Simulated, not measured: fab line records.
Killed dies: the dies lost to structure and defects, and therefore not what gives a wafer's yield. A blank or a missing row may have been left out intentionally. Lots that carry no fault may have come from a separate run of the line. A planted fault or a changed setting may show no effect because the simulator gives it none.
Which tool is to blame? :: flow ritCmos :: 13 lots with 39 wafers sampled at 2 steps, on a route of 202 steps

WHAT THE GAUGES READ, wafer by wafer
RIT_M1_CD_MEAS_90: target cd 2600 nm.
lot: L126
measured: day 3 14:45
on: cdSem-01
cdNm (nm): 2598.6 2600.1 2598.6

lot: L127
measured: day 4 02:43
on: cdSem-02
cdNm (nm): 2599.8 2599.6 2597.7

lot: L128
measured: day 4 02:59
on: cdSem-02
cdNm (nm): 2596.4 2598.9 2597.2

lot: L129
measured: day 4 12:10
on: cdSem-02
cdNm (nm): 2596.6 2597.3 2596.3

lot: L130
measured: day 4 16:54
on: cdSem-02
cdNm (nm): 2593.2 2596.4 2596.5

lot: L131
measured: day 4 21:52
on: cdSem-02
cdNm (nm): 2597.6 2599.8 2599.4

lot: L135
measured: day 5 17:35
on: cdSem-02
cdNm (nm): 2600.9 2601.4 2599.5

lot: L140
measured: day 6 10:50
on: cdSem-01
cdNm (nm): 2597.9 2590.1 2598.4

lot: L142
measured: day 7 00:20
on: cdSem-01
cdNm (nm): 2593.8 2594.1 2596.8

lot: L144
measured: day 7 05:43
on: cdSem-01
cdNm (nm): 2604.0 2604.0 2602.2

lot: L146
measured: day 7 17:30
on: cdSem-02
cdNm (nm): 2595.4 2595.5 2596.5

lot: L147
measured: day 8 01:44
on: cdSem-02
cdNm (nm): 2601.2 2602.1 2601.1

lot: L149
measured: day 8 12:03
on: cdSem-01
cdNm (nm): 2600.8 2601.6 2599.3

WHICH TOOL RAN EACH LOT (tool, then ch and the chambers of the sampled wafers, then the start)
lot: L126
RIT_M1_METAL_ETCH_12: rieMetal-02 ch 0,1, day 3 14:14

lot: L127
RIT_M1_METAL_ETCH_12: rieMetal-03 ch 1, day 4 02:08

lot: L128
RIT_M1_METAL_ETCH_12: rieMetal-01 ch 0,1, day 4 02:29

lot: L129
RIT_M1_METAL_ETCH_12: rieMetal-02 ch 0,1, day 4 11:39

lot: L130
RIT_M1_METAL_ETCH_12: rieMetal-03 ch 0,1, day 4 16:22

lot: L131
RIT_M1_METAL_ETCH_12: rieMetal-01 ch 0,1, day 4 21:20

lot: L135
RIT_M1_METAL_ETCH_12: rieMetal-02 ch 0, day 5 16:59

lot: L140
RIT_M1_METAL_ETCH_12: rieMetal-03 ch 0,1, day 6 10:19

lot: L142
RIT_M1_METAL_ETCH_12: rieMetal-01 ch 0,1, day 6 23:47

lot: L144
RIT_M1_METAL_ETCH_12: rieMetal-01 ch 0,1, day 7 05:11

lot: L146
RIT_M1_METAL_ETCH_12: rieMetal-01 ch 0,1, day 7 16:59

lot: L147
RIT_M1_METAL_ETCH_12: rieMetal-02 ch 0,1, day 8 01:14

lot: L149
RIT_M1_METAL_ETCH_12: rieMetal-01 ch 0,1, day 8 11:32
- RIT_M1_METAL_ETCH_12: etches Al in Cl2/BCl3, stops on SiO2, time 165 s, target depth 600 nm.

AS READ BY THE TOOLS THEMSELVES (means over the sampled wafers that have a number; for cases with no such wafer, the mark the record gives instead)
RIT_M1_METAL_ETCH_12.
lot: L126
tool: rieMetal-02
bcl3FlowSccm (sccm): 50.02
drypumpMotorCurrentA (A): 5.3
oesProductAu (a.u.): 0.787
throttleValvePct (%): 8.31

lot: L127
tool: rieMetal-03
bcl3FlowSccm (sccm): 50.06
drypumpMotorCurrentA (A): 4.9
oesProductAu (a.u.): 0.802
throttleValvePct (%): 8.22

lot: L128
tool: rieMetal-01
bcl3FlowSccm (sccm): 50.04
drypumpMotorCurrentA (A): 5.7
oesProductAu (a.u.): 0.788
throttleValvePct (%): 8.26

lot: L129
tool: rieMetal-02
bcl3FlowSccm (sccm): 49.84
drypumpMotorCurrentA (A): 5.3
oesProductAu (a.u.): 0.794
throttleValvePct (%): 8.29

lot: L130
tool: rieMetal-03
bcl3FlowSccm (sccm): 49.96
drypumpMotorCurrentA (A): 5.1
oesProductAu (a.u.): 0.804
throttleValvePct (%): 8.27

lot: L131
tool: rieMetal-01
bcl3FlowSccm (sccm): 50.03
drypumpMotorCurrentA (A): 5.5
oesProductAu (a.u.): 0.792
throttleValvePct (%): 8.31

lot: L135
tool: rieMetal-02
bcl3FlowSccm (sccm): 50.13
drypumpMotorCurrentA (A): 5.5
oesProductAu (a.u.): 0.799
throttleValvePct (%): 8.39

lot: L140
tool: rieMetal-03
bcl3FlowSccm (sccm): 49.82
drypumpMotorCurrentA (A): 5.1
oesProductAu (a.u.): 0.806
throttleValvePct (%): 8.28

lot: L142
tool: rieMetal-01
bcl3FlowSccm (sccm): 49.98
drypumpMotorCurrentA (A): 5.6
oesProductAu (a.u.): 0.790
throttleValvePct (%): 8.25

lot: L144
tool: rieMetal-01
bcl3FlowSccm (sccm): 49.90
drypumpMotorCurrentA (A): 5.7
oesProductAu (a.u.): 0.787
throttleValvePct (%): 8.25

lot: L146
tool: rieMetal-01
bcl3FlowSccm (sccm): 49.95
drypumpMotorCurrentA (A): 5.7
oesProductAu (a.u.): 0.788
throttleValvePct (%): 8.24

lot: L147
tool: rieMetal-02
bcl3FlowSccm (sccm): 49.98
drypumpMotorCurrentA (A): 5.3
oesProductAu (a.u.): 0.794
throttleValvePct (%): 8.28

lot: L149
tool: rieMetal-01
bcl3FlowSccm (sccm): 50.14
drypumpMotorCurrentA (A): 5.5
oesProductAu (a.u.): 0.787
throttleValvePct (%): 8.31

THE ANSWER, worked out from the rows above alone
Rule: the lots themselves supply what counts as usual. Put in order of their means at a reading, lots are off if they are a third of the lots or fewer, leave a main group of 4 or more, and stand apart from it by a gap of 3 or more times the standard deviation of the main group's means; of several such gaps the widest counts. Not used: any main group whose means are identical at the precision the tables above print for the reading. Also off: a lot with no number at a reading for which 4 or more lots have one. Any other lot the step has rows for is counted as sound. The gauges are gone through in route order, then the tools' own readings, and for those a lot's mean is taken as printed above. The first step at which some lot is off is used, and at that step the reading that is off furthest; a lot without a number counts as furthest.
Across all readings shown, no lot is off: no conclusion can be drawn from this.

WHAT THE SIMULATOR HAD INSERTED
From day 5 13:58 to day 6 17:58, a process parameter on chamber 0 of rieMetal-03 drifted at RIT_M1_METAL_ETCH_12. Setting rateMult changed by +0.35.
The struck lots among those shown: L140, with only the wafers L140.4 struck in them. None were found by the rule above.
